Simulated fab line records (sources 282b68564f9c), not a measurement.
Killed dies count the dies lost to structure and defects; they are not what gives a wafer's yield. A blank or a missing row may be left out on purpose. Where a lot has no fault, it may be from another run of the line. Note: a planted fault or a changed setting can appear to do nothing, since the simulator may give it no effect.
fab line records | flow ritCmos
record lots=14 wafers=42 lastDay=7
route steps=202 shown CONTACT@179
lots that met no fault: taken from a fault-free run of the same line
startH: the number of hours between the record's first day and the start of the first shown wafer of the lot | waitH: time in hours since the lot's previous step | " as in the row above | L1.1+2: one row covering several wafers at once | - no value present, or no start provided | * or withheld: withheld | < > ~ a bound
route shown NAME@n: a module of which the file shows steps, and the number in the route of the first | usual: average and standard deviation across the fault-free wafers | same: alike in all rows | chamber/n: place in a boat | sites: each site's reading | _std_site: how widely they spread, as a standard deviation | _edge_site: outer sites' mean less inner sites' | radiusMm: for every site, how far away it sits from the centre of the wafer | mask NAME#n: copy n | behind: the most recent tool/chamber to have shaped the wafer | hold: cause of the lot's hold/its duration in hours/its outcome | device: transistor that didn't switch, given as n, p or np | end of line: at the end of the route, the tests of the same wafers | step lacking rows: just its recipe | killed: not the wafer's yield, but the dies lost to structure and defects at the first sort | map: dies across one wafer; x = killed, . = not, _ = none there
set.NAME: the setting as run; set.NAME@STEP: as run at that earlier step | model.NAME: the simulator's own value behind a step, which no gauge read
a sample of lots followed through the steps of the route, with each step as a table and each wafer as a row
services: from which hour (startH, from the record's first day; less than 0 if before it) a tool's chamber was out of use, for how many hours, and why
## steps
# step RIT_CONTACT_ETCH_11
# recipe targetDepthA=4800 overEtchFrac=0.2 stopOn=TiSi2 chemistry=CHF3/CF4/Ar target=SiO2 CHF3_flow_sccm=50 cf4FlowSccm=10 Ar_flow_sccm=100 O2_flow_sccm=5 pressureMtorr=100 rfW=200 timeS=320
# usual drypumpMotorCurrentA=5.9/0.39 oesProductAu=0.990/0.0096 overEtchFrac=0.2/0 throttleValvePct=8.89/0.14
# columns lot.wafer tool chamber startH waitH drypumpMotorCurrentA oesProductAu overEtchFrac rfHoursCounterH throttleValvePct
L224.2 rieDiel-04 1 61.65 0.1 5.9 0.996 0.2 87 8.93
L224.4 " 3 " " 6.0 0.977 0.2 153 8.83
L224.6 " 1 " " 5.8 0.995 0.2 - 8.95
L226.3 rieDiel-04 1 75.18 0.1 5.9 1.000 0.2 88 8.95
L226.4 " 3 " " 6.0 0.975 0.2 153 8.82
L226.6 " 1 " " 5.9 0.999 0.2 - 8.93
L227.1 rieDiel-03 2 81.31 0.1 5.1 0.989 0.2 4 8.86
L227.2 " 3 " " 6.0 0.990 0.2 52 8.59
L227.3 " 1 " " 6.0 0.972 0.2 128 9.04
L229.2 rieDiel-03 3 88.58 0.1 6.0 0.996 0.2 52 8.59
L229.3 " 0 " " 6.2 0.972 0.2 7 9.01
L229.4 " 2 " " 5.1 0.991 0.2 4 8.87
L230.2 rieDiel-02 2 96.31 0.1 6.0 0.988 0.2 1 9.11
L230.3 " 1 " " 5.8 0.982 0.2 146 8.88
L230.6 " 2 " " 6.0 0.996 0.2 - 9.12
L233.1 rieDiel-02 2 110.10 0.1 6.0 0.985 0.2 1 9.13
L233.4 " 1 " " 5.9 0.992 0.2 147 8.87
L233.6 " 1 " " 5.8 0.984 0.2 - 8.87
L234.3 rieDiel-02 0 117.77 0.1 5.8 0.986 0.2 136 8.83
L234.5 " 1 " " 5.8 0.988 0.2 - 8.89
L234.6 " 2 " " 6.0 0.997 0.2 - 9.10
L235.3 rieDiel-03 2 120.05 0.1 5.1 0.994 0.2 5 8.85
L235.4 " 3 " " 6.0 1.009 0.2 53 8.59
L235.6 " 1 " " 6.0 0.980 0.2 - 9.04
L236.1 rieDiel-04 0 123.13 0.1 5.5 0.979 0.2 61 8.73
L236.2 " 2 " " 5.2 0.977 0.2 91 9.02
L236.3 " 1 " " 5.8 0.991 0.2 89 8.92
L238.2 rieDiel-03 3 130.55 0.1 6.0 0.997 0.2 53 8.59
L238.3 " 0 " " 6.2 0.978 0.2 8 9.02
L238.5 " 2 " " 5.1 0.996 0.2 - 8.85
L239.2 rieDiel-03 3 137.38 0.1 6.0 0.993 0.3535 53 8.55
L239.3 " 2 " " 5.1 0.988 0.3535 5 8.86
L239.6 " 2 " " 5.1 0.998 0.3535 - 8.88
L240.3 rieDiel-04 2 143.15 0.1 5.2 0.986 0.2 92 9.02
L240.5 " 0 " " 5.4 0.979 0.2 - 8.76
L240.6 " 2 " " 5.2 0.988 0.2 - 9.02
L241.4 rieDiel-03 0 146.98 0.1 6.2 0.967 0.3535 9 8.99
L241.5 " 1 " " 6.0 0.985 0.3535 - 9.05
L241.6 " 0 " " 6.2 0.969 0.3535 - 9.01
L245.1 rieDiel-02 2 171.80 0.1 6.0 0.987 0.2 3 9.13
L245.5 " 0 " " 5.8 0.991 0.2 - 8.83
L245.6 " 3 " " 6.6 1.000 0.2 - 8.75
## services
# columns tool chamber startH hours kind
rieDiel-03 1 65.39 15.9 repair
rieDiel-04 1 68.21 5.2 repair
rieDiel-03 1 90.83 2.7 repair
rieDiel-02 - 107.92 1.0 repair
rieDiel-04 3 126.21 - clean
rieDiel-04 3 126.21 27.3 scheduledDown
rieDiel-04 3 126.21 27.3 ventCycle
rieDiel-03 - 130.78 2.8 pm
rieDiel-02 3 153.81 5.6 repair
rieDiel-02 1 164.93 - clean
## key
firstSign step=RIT_CONTACT_ETCH_11 reading=overEtchFrac direction=up sigmas=99+ usual=0.2 struck=0.3535
effect none on later readings
metAt RIT_CONTACT_ETCH_11
struckLots L239,L241
testerLeftOut L239,L241
onsetBetween 130.55 137.38
fault kind=processParameterDrift tool=rieDiel-03 chamber=- onsetH=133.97 steps=RIT_CONTACT_ETCH_11 channel=overEtchFrac offset=0.1535 shape=step endH=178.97 actsIn=theseRecipesOnly stated=0.2
# testerLeftOut: of these lots the tester's yield and bins aren't shown, on N5 and GAA mostly nor the transistor test; their killed dies are dies lost to structure and defects alone, not to doping, threshold or leakage, so they don't give the yield
